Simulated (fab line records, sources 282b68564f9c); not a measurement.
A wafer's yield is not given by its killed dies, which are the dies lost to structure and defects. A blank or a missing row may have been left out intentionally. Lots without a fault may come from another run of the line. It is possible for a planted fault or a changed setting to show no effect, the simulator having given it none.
Lot-split experiment || flow rit cmos || 23 wafers read from 5 lots, route of 202 steps

== THE SPLIT ITSELF ==
At RIT_SDANNEAL_RTA_03 (time 5 s), the setting time s was moved away from the recipe's 5 s on 7 of the 23 wafers read, by -13.9% to +7.4%. The other wafers ran this setting at the recipe's value.

== FROM THE SPLIT TO THE READING: what the file shows between them, 2 steps ==
- RIT_SDANNEAL_RS_MEAS_04: measures by four-point-probe
- RIT_SDANNEAL_RS_MEAS_05: measures by four-point-probe

== THE READING ==
PLDD_RS (ohm/sq), read at RIT_SDANNEAL_RS_MEAS_06 with a four-point probe. A value of 178.8 ohm/sq with a standard deviation of 0.45 ohm/sq is what fault-free wafers of this fab line usually give.

{"wafer": "L075.1", "tool, chamber at the split": "rtp anneal-01, 0", "time s as run, s": 4.304, "against the recipe": "-13.9%", "PLDD_RS, ohm/sq": 181.7, "against lot-mates on the recipe": "+3.1"}
{"wafer": "L075.2", "tool, chamber at the split": "rtp anneal-01, 0", "time s as run, s": 4.304, "against the recipe": "-13.9%", "PLDD_RS, ohm/sq": 180.8, "against lot-mates on the recipe": "+2.2"}
{"wafer": "L075.3", "tool, chamber at the split": "rtp anneal-01, 0", "time s as run, s": 5, "against the recipe": "recipe", "PLDD_RS, ohm/sq": 178.8, "against lot-mates on the recipe": "-"}
{"wafer": "L075.5", "tool, chamber at the split": "rtp anneal-01, 0", "time s as run, s": 5, "against the recipe": "recipe", "PLDD_RS, ohm/sq": 178.4, "against lot-mates on the recipe": "-"}
{"wafer": "L075.6", "tool, chamber at the split": "rtp anneal-01, 0", "time s as run, s": 4.304, "against the recipe": "-13.9%", "PLDD_RS, ohm/sq": 181.3, "against lot-mates on the recipe": "+2.7"}
{"wafer": "L076.1", "tool, chamber at the split": "rtp anneal-02, 0", "time s as run, s": 5, "against the recipe": "recipe", "PLDD_RS, ohm/sq": 178.5, "against lot-mates on the recipe": "-"}
{"wafer": "L076.3", "tool, chamber at the split": "rtp anneal-02, 0", "time s as run, s": 5, "against the recipe": "recipe", "PLDD_RS, ohm/sq": 178.7, "against lot-mates on the recipe": "-"}
{"wafer": "L076.6", "tool, chamber at the split": "rtp anneal-02, 0", "time s as run, s": 5, "against the recipe": "recipe", "PLDD_RS, ohm/sq": 178.5, "against lot-mates on the recipe": "-"}
{"wafer": "L077.1", "tool, chamber at the split": "rtp anneal-01, 0", "time s as run, s": 5, "against the recipe": "recipe", "PLDD_RS, ohm/sq": 178.6, "against lot-mates on the recipe": "-"}
{"wafer": "L077.3", "tool, chamber at the split": "rtp anneal-01, 0", "time s as run, s": 5, "against the recipe": "recipe", "PLDD_RS, ohm/sq": 179.1, "against lot-mates on the recipe": "-"}
{"wafer": "L077.4", "tool, chamber at the split": "rtp anneal-01, 0", "time s as run, s": 5, "against the recipe": "recipe", "PLDD_RS, ohm/sq": 178.2, "against lot-mates on the recipe": "-"}
{"wafer": "L077.5", "tool, chamber at the split": "rtp anneal-01, 0", "time s as run, s": 5, "against the recipe": "recipe", "PLDD_RS, ohm/sq": 178.5, "against lot-mates on the recipe": "-"}
{"wafer": "L077.6", "tool, chamber at the split": "rtp anneal-01, 0", "time s as run, s": 5, "against the recipe": "recipe", "PLDD_RS, ohm/sq": 178.8, "against lot-mates on the recipe": "-"}
{"wafer": "L080.1", "tool, chamber at the split": "rtp anneal-02, 0", "time s as run, s": 5.372, "against the recipe": "+7.4%", "PLDD_RS, ohm/sq": 178.3, "against lot-mates on the recipe": -1.1}
{"wafer": "L080.2", "tool, chamber at the split": "rtp anneal-02, 0", "time s as run, s": 5, "against the recipe": "recipe", "PLDD_RS, ohm/sq": 179.2, "against lot-mates on the recipe": "-"}
{"wafer": "L080.3", "tool, chamber at the split": "rtp anneal-02, 0", "time s as run, s": 5, "against the recipe": "recipe", "PLDD_RS, ohm/sq": 179.3, "against lot-mates on the recipe": "-"}
{"wafer": "L080.4", "tool, chamber at the split": "rtp anneal-02, 0", "time s as run, s": 5, "against the recipe": "recipe", "PLDD_RS, ohm/sq": 179.8, "against lot-mates on the recipe": "-"}
{"wafer": "L080.6", "tool, chamber at the split": "rtp anneal-02, 0", "time s as run, s": 5.372, "against the recipe": "+7.4%", "PLDD_RS, ohm/sq": 178.1, "against lot-mates on the recipe": -1.3}
{"wafer": "L084.1", "tool, chamber at the split": "rtp anneal-02, 0", "time s as run, s": 4.373, "against the recipe": "-12.5%", "PLDD_RS, ohm/sq": 179.9, "against lot-mates on the recipe": "+1.4"}
{"wafer": "L084.2", "tool, chamber at the split": "rtp anneal-02, 0", "time s as run, s": 4.373, "against the recipe": "-12.5%", "PLDD_RS, ohm/sq": 180.7, "against lot-mates on the recipe": "+2.2"}
{"wafer": "L084.4", "tool, chamber at the split": "rtp anneal-02, 0", "time s as run, s": 5, "against the recipe": "recipe", "PLDD_RS, ohm/sq": 178.7, "against lot-mates on the recipe": "-"}
{"wafer": "L084.5", "tool, chamber at the split": "rtp anneal-02, 0", "time s as run, s": 5, "against the recipe": "recipe", "PLDD_RS, ohm/sq": 178.2, "against lot-mates on the recipe": "-"}
{"wafer": "L084.6", "tool, chamber at the split": "rtp anneal-02, 0", "time s as run, s": 5, "against the recipe": "recipe", "PLDD_RS, ohm/sq": 178.6, "against lot-mates on the recipe": "-"}

THE FIT
A straight line over all 23 wafers: PLDD_RS changes by -0.147 ohm/sq for each +1% of time s; r = -0.90; the points scatter about the line by 0.47 ohm/sq.
The same after taking each lot's own level away (the mean of its wafers on the recipe; 23 wafers): -0.173 ohm/sq for each +1%; r = -0.96; scatter 0.32 ohm/sq.
The reading moves by 2.4 ohm/sq for the largest change in time s, on that fit.
Across the lots, their own levels run from 178.50 to 179.43 ohm/sq, a range of 2.1 times the standard deviation given above.
So the lot-to-lot level changes the slope: the two fits differ.
Check: for one of the wafers moved furthest among these (-13.9%), held out of the fit, the line's prediction against its lot-mates is +2.25 ohm/sq. It came out at +3.1 ohm/sq against them.

== FURTHER SPLITS ON THESE WAFERS ==
Other splits were also applied to these wafers ahead of the reading. Each is held against what the fit with the lots' levels taken away leaves over:
{"other split on the same wafers": "RIT_GATE_EXPOSE_13 dose mj", "wafers away from the commonest value": 9, "r with PLDD_RS (lot level and that fit taken away)": -0.21}
{"other split on the same wafers": "RIT_GATE_STRIP_20 o2 flow sccm", "wafers away from the commonest value": 8, "r with PLDD_RS (lot level and that fit taken away)": "+0.19"}
{"other split on the same wafers": "RIT_NLDD_IMPLANT_08 energy kev", "wafers away from the commonest value": 5, "r with PLDD_RS (lot level and that fit taken away)": -0.07}
{"other split on the same wafers": "RIT_NSD_IMPLANT_08 dose cm2", "wafers away from the commonest value": 10, "r with PLDD_RS (lot level and that fit taken away)": "+0.35"}
{"other split on the same wafers": "RIT_PSD_SOFTBAKE_02 temp c", "wafers away from the commonest value": 7, "r with PLDD_RS (lot level and that fit taken away)": "+0.06"}

== THE WHOLE CHAIN: every reading that the file lists as answering this split, in the file's order ==
{"step": "RIT_SDANNEAL_RS_MEAS_04", "what it does": "measures by four-point-probe", "reading": "PSD_RS", "change (the file's fit)": "-0.155 for each +1% of the setting", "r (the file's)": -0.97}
{"step": "RIT_SDANNEAL_RS_MEAS_06", "what it does": "measures by four-point-probe", "reading": "PLDD_RS", "change (the file's fit)": "-0.17 for each +1% of the setting", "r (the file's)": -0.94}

== FILE'S OWN FIT ==
PLDD_RS changes by -0.17 ohm/sq for each +1% of time s, r = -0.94.
